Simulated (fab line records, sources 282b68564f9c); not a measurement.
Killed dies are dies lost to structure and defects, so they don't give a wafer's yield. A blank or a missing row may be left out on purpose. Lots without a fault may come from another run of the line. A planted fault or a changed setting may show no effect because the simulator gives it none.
Which tool did it? | flow rit_cmos | 14 lots, 42 wafers sampled, at 6 steps of a route of 202

WHAT THE GAUGES READ, wafer by wafer
RIT_NWELL_TW_MEAS_10. Usual: NWELL_TW 2149, standard deviation 24.
lot  | measured    | on            | NWELL_TW       | flag
L693 | day 1 22:43 | film_metro-01 | 2134 2130 2122 |
L694 | day 2 02:52 | film_metro-03 | 2199 2195 2195 |
L695 | day 2 08:38 | film_metro-01 | 2134 2128 2126 |
L696 | day 2 14:11 | film_metro-04 | 2139 2140 2131 |
L697 | day 2 18:22 | film_metro-04 | 2124 2130 2130 |
L698 | day 2 23:07 | film_metro-01 | 2131 2134 2134 |
L700 | day 3 09:03 | film_metro-01 | 2121 2122 2122 |
L702 | day 3 23:27 | film_metro-01 | 2124 2127 2121 |
L708 | day 5 01:20 | film_metro-04 | 2492 2492 2504 | OFF
L709 | day 5 06:43 | film_metro-01 | 2502 2497 2498 | OFF
L711 | day 5 19:01 | film_metro-03 | 2188 2181 2187 |
L712 | day 5 21:37 | film_metro-03 | 2190 2189 2187 |
L713 | day 6 02:44 | film_metro-04 | 2140 2128 2137 |
L715 | day 6 13:11 | film_metro-04 | 2129 2145 2123 |

RIT_WELLDRIVE_RS_MEAS_01: measures by four-point-probe. Usual: NWELL_RS 274.9 ohm/sq, standard deviation 0.78.
lot  | measured    | on            | NWELL_RS (ohm/sq) | flag
L693 | day 2 05:38 | film_metro-03 | 275.7 275.4 275.4 |
L694 | day 2 10:23 | film_metro-01 | 274.1 273.9 273.8 |
L695 | day 2 16:58 | film_metro-03 | 275.1 275.0 275.4 |
L696 | day 2 20:53 | film_metro-03 | 275.6 275.7 275.8 |
L697 | day 3 01:41 | film_metro-03 | 274.9 275.0 274.9 |
L698 | day 3 05:56 | film_metro-03 | 274.7 275.7 275.2 |
L700 | day 3 15:58 | film_metro-03 | 275.6 275.4 275.5 |
L702 | day 4 06:08 | film_metro-01 | 274.4 274.1 274.5 |
L708 | day 5 08:36 | film_metro-04 | 207.5 207.4 207.6 | OFF
L709 | day 5 13:38 | film_metro-01 | 207.1 207.0 207.4 | OFF
L711 | day 6 01:58 | film_metro-03 | 274.9 275.0 276.0 |
L712 | day 6 04:59 | film_metro-04 | 275.1 275.2 275.5 |
L713 | day 6 09:35 | film_metro-03 | 275.3 275.2 275.6 |
L715 | day 6 20:20 | film_metro-04 | 275.1 274.5 274.8 |

RIT_NRETRO_TW_MEAS_10. Usual: NRETRO_TW 1049, standard deviation 4.7.
lot  | measured    | on            | NRETRO_TW      | flag
L693 | day 2 07:29 | film_metro-02 | 1046 1045 1040 |
L694 | day 2 12:16 | film_metro-01 | 1046 1048 1051 |
L695 | day 2 18:49 | film_metro-02 | 1048 1044 1042 |
L696 | day 2 22:37 | film_metro-02 | 1050 1047 1050 |
L697 | day 3 03:32 | film_metro-02 | 1047 1045 1044 |
L698 | day 3 07:40 | film_metro-02 | 1048 1048 1053 |
L700 | day 3 17:49 | film_metro-02 | 1048 1041 1050 |
L702 | day 4 07:53 | film_metro-04 | 1053 1046 1053 |
L708 | day 5 10:19 | film_metro-01 | 1057 1053 1051 |
L709 | day 5 15:30 | film_metro-01 | 1051 1054 1052 |
L711 | day 6 03:49 | film_metro-02 | 1052 1047 1051 |
L712 | day 6 06:49 | film_metro-04 | 1048 1046 1050 |
L713 | day 6 11:26 | film_metro-01 | 1063 1053 1053 |
L715 | day 6 22:10 | film_metro-01 | 1056 1047 1050 |

RIT_NSD_OVL_MEAS_06. Usual: NSD_OVL -1.4 nm, standard deviation 1.3.
lot  | measured    | on         | NSD_OVL (nm)   | flag
L693 | day 3 03:17 | overlay-02 | -0.1 -2.3 -0.8 |
L694 | day 3 05:53 | overlay-01 | 0.0 -1.5 -1.8  |
L695 | day 3 15:22 | overlay-01 | -2.7 -1.2 -4.9 |
L696 | day 3 18:14 | overlay-02 | -1.3 -0.8 0.9  |
L697 | day 3 21:50 | overlay-02 | -0.2 -0.8 -0.3 |
L698 | day 4 02:08 | overlay-01 | -1.2 -0.8 -2.0 |
L700 | day 4 10:25 | overlay-01 | -3.1 -4.1 -3.1 |
L702 | day 5 02:57 | overlay-01 | -1.8 -1.6 -1.1 |
L708 | day 6 05:00 | overlay-02 | -0.7 -1.4 -2.3 |
L709 | day 6 10:56 | overlay-02 | -0.1 0.3 1.1   |
L711 | day 6 22:38 | overlay-01 | -1.6 -2.7 -2.7 |
L712 | day 7 00:33 | overlay-02 | -4.1 -0.9 -0.2 |
L713 | day 7 08:14 | overlay-01 | 0.1 -2.9 -1.2  |
L715 | day 7 19:48 | overlay-01 | 0.1 0.0 -0.7   |

WHICH TOOL RAN EACH LOT (tool, then ch and the chambers of the sampled wafers, then the start)
lot  | RIT_NWELL_IMPLANT_08           | RIT_PRETRO_STRIP_09
L693 | implanter-04 ch 0, day 1 22:23 | plasma_asher-04 ch 0,1, day 2 09:13
L694 | implanter-03 ch 0, day 2 02:32 | plasma_asher-01 ch 1, day 2 13:46
L695 | implanter-02 ch 0, day 2 08:19 | plasma_asher-01 ch 0,1, day 2 20:11
L696 | implanter-02 ch 0, day 2 13:52 | plasma_asher-01 ch 0,1, day 3 00:07
L697 | implanter-03 ch 0, day 2 18:02 | plasma_asher-04 ch 0,1, day 3 04:55
L698 | implanter-02 ch 0, day 2 22:47 | plasma_asher-02 ch 0,1, day 3 09:11
L700 | implanter-03 ch 0, day 3 08:43 | plasma_asher-01 ch 0,1, day 3 19:12
L702 | implanter-02 ch 0, day 3 23:07 | plasma_asher-02 ch 0,1, day 4 09:15
L708 | implanter-02 ch 0, day 5 01:02 | plasma_asher-02 ch 0,1, day 5 11:47
L709 | implanter-02 ch 0, day 5 06:23 | plasma_asher-04 ch 0,1, day 5 16:52
L711 | implanter-03 ch 0, day 5 18:42 | plasma_asher-04 ch 0,1, day 6 05:11
L712 | implanter-04 ch 0, day 5 21:20 | plasma_asher-04 ch 0,1, day 6 08:21
L713 | implanter-04 ch 0, day 6 02:24 | plasma_asher-01 ch 0, day 6 12:56
L715 | implanter-04 ch 0, day 6 12:54 | plasma_asher-01 ch 0,1, day 6 23:41
- RIT_NWELL_IMPLANT_08
- RIT_PRETRO_STRIP_09: strips in O2, time 180 s.

WHAT THE TOOLS THEMSELVES READ (means of the sampled wafers that have a number; where no wafer has one, the mark that the record gives instead)
RIT_NWELL_IMPLANT_08. Usual: dose_ions_cm2 4.999e+13, standard deviation 5.6e+10; faraday_current_uA 158, standard deviation 3.1; tilt_deg 7.004 degrees, standard deviation 0.019.
lot  | tool         | dose_ions_cm2 | faraday_current_uA | tilt_deg (degrees) | flag
L693 | implanter-04 | 4.999e+13     | 159                | 7.001              |
L694 | implanter-03 | 5.000e+13     | 158                | 7.002              |
L695 | implanter-02 | 5.001e+13     | 158                | 6.990              |
L696 | implanter-02 | 4.992e+13     | 156                | 7.021              |
L697 | implanter-03 | 5.005e+13     | 156                | 7.010              |
L698 | implanter-02 | 5.004e+13     | 163                | 7.015              |
L700 | implanter-03 | 4.991e+13     | 157                | 7.010              |
L702 | implanter-02 | 4.998e+13     | 160                | 6.974              |
L708 | implanter-02 | 7.995e+13     | 258                | 7.003              | OFF
L709 | implanter-02 | 7.997e+13     | 256                | 7.014              | OFF
L711 | implanter-03 | 5.000e+13     | 158                | 7.006              |
L712 | implanter-04 | 4.993e+13     | 161                | 7.018              |
L713 | implanter-04 | 4.996e+13     | 162                | 7.015              |
L715 | implanter-04 | 5.003e+13     | 158                | 7.020              |

RIT_PRETRO_STRIP_09. Usual: drypump_motor_current_A 5.7 A, standard deviation 0.47; rf_refl_power_W 6.1 W, standard deviation 1.6.
lot  | tool            | drypump_motor_current_A (A) | rf_refl_power_W (W) | flag
L693 | plasma_asher-04 | 5.5                         | 5.0                 |
L694 | plasma_asher-01 | 5.1                         | 6.3                 |
L695 | plasma_asher-01 | 5.4                         | 6.3                 |
L696 | plasma_asher-01 | 5.8                         | 6.0                 |
L697 | plasma_asher-04 | 5.6                         | 5.2                 |
L698 | plasma_asher-02 | 5.6                         | 8.0                 |
L700 | plasma_asher-01 | 5.4                         | 6.3                 |
L702 | plasma_asher-02 | 5.9                         | 6.8                 |
L708 | plasma_asher-02 | 5.6                         | 8.2                 |
L709 | plasma_asher-04 | 5.5                         | 5.0                 |
L711 | plasma_asher-04 | 5.5                         | 5.1                 |
L712 | plasma_asher-04 | 5.5                         | 5.0                 |
L713 | plasma_asher-01 | 6.1                         | 5.9                 |
L715 | plasma_asher-01 | 5.8                         | 6.1                 |

THE ANSWER, worked out from the rows above alone
Rule: a lot is off if the mean of its wafers that have a number lies more than 3 standard deviations from the usual mean. A lot without any number at a reading at which 4 lots or more have one is off too. The other lots that the step has rows for count as sound. The gauges are gone through in route order, then the tools' own readings, and for those a lot's mean is taken as printed above. The first step at which some lot is off is used, and at that step the reading that is off furthest; a lot without a number counts as furthest.
Off: L708, L709, at RIT_NWELL_TW_MEAS_10 (NWELL_TW).
A tool fits if, at a process step before that reading, it ran every lot that is off, and no sound lot after the first of them. The gauges at RIT_NWELL_TW_MEAS_10 aren't tried: what is off there is off at RIT_NWELL_IMPLANT_08 too, on other tools, and a gauge's error can't cause that. One fits: implanter-02 at RIT_NWELL_IMPLANT_08. Its last sound lot is L702 (day 3 23:07), its first lot that is off L708 (day 5 01:02): a fault that began between those two fits.
The tool's own readings at RIT_NWELL_IMPLANT_08 bear it out: on the lots that are off they differ by more than 5 times the standard deviation of the sound lots' means. dose_ions_cm2 reads 7.996e+13 there against 4.998e+13 on the sound lots; faraday_current_uA reads 257 there against 159 on the sound lots.

WHAT THE SIMULATOR HAD PUT IN
Process parameter drift: implanter-02, from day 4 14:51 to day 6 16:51, at RIT_NWELL_IMPLANT_08. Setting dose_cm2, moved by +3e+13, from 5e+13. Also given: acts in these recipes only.
Lots struck among those shown: L708, L709. The rule above found the same.
